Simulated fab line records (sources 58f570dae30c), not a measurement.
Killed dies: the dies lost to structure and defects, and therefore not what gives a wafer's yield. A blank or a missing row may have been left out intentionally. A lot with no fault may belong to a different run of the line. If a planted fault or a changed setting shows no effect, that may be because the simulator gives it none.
Chamber matching | flow berkeley_cmos170 | UCB170_M2_ETCH_17 on rie_diel-03 has 4 sister chambers
The step etches BARC in N2/H2. 14 wafers are shown with their chamber, then 7 later ones without.

## WAFERS, EACH WITH ITS CHAMBER
wafer  | chamber | throttle_valve_pct (%) | drypump_motor_current_A (A) | oes_product_au (a.u.)
L433.1 | 3       | 13.20                  | 6.0                         | 1.009
L433.3 | 0       | 13.14                  | 5.4                         | 0.990
L433.4 | 2       | 13.58                  | 6.1                         | 1.006
L435.1 | 3       | 13.20                  | 6.1                         | 1.000
L435.2 | 2       | 13.58                  | 6.1                         | 1.002
L435.5 | 3       | 13.21                  | 6.1                         | 1.012
L437.2 | 0       | 13.14                  | 5.4                         | 0.985
L437.3 | 2       | 13.58                  | 6.1                         | 1.014
L437.4 | 1       | 13.74                  | 5.5                         | 1.007
L441.4 | 1       | 13.75                  | 5.5                         | 1.001
L441.5 | 3       | 13.24                  | 6.0                         | 1.015
L441.6 | 0       | 13.15                  | 5.5                         | 0.981
L448.1 | 1       | 13.74                  | 5.5                         | 0.991
L448.3 | 0       | 13.11                  | 5.4                         | 0.973

SIGNATURES (means of the wafers above)
reading                 | chamber 0 | chamber 1 | chamber 2 | chamber 3 | scatter within a chamber
throttle_valve_pct      | 13.1350   | 13.7433   | 13.5800   | 13.2125   | 0.0143
drypump_motor_current_A | 5.425     | 5.500     | 6.100     | 6.050     | 0.0418
oes_product_au          | 0.98225   | 0.99967   | 1.00733   | 1.00900   | 0.00697
Rule: a wafer lies at a distance from a chamber equal to the root of the sum of squares, over the readings, of (its reading less the chamber's mean, divided by the reading's scatter). The wafer belongs to the nearest chamber; if the next one is less than 2 further off, it can't be placed. The scatter is the square root of a quotient: the sum, over the shown wafers, of each reading's squared deviation from its chamber's mean, divided by wafers minus chambers.

## WAFERS WITHOUT THEIR CHAMBER
wafer  | throttle_valve_pct (%) | drypump_motor_current_A (A) | oes_product_au (a.u.)
L448.5 | 13.22                  | 6.1                         | 1.011
L449.3 | 13.14                  | 5.4                         | 0.976
L449.4 | 13.76                  | 5.5                         | 1.007
L449.6 | 13.76                  | 5.5                         | 1.012
L456.2 | 13.75                  | 5.5                         | 0.992
L456.3 | 13.60                  | 6.1                         | 1.020
L456.6 | 13.59                  | 6.1                         | 1.009

## WHICH CHAMBER EACH ONE RAN IN
wafer  | from the rows above | in truth
L448.5 | 3                   | 3
L449.3 | 0                   | 0
L449.4 | 1                   | 1
L449.6 | 1                   | 1
L456.2 | 1                   | 1
L456.3 | 2                   | 2
L456.6 | 2                   | 2
Correct placement for 7 of the 7. Can't be placed from these rows: 0. Placed wrongly: 0.
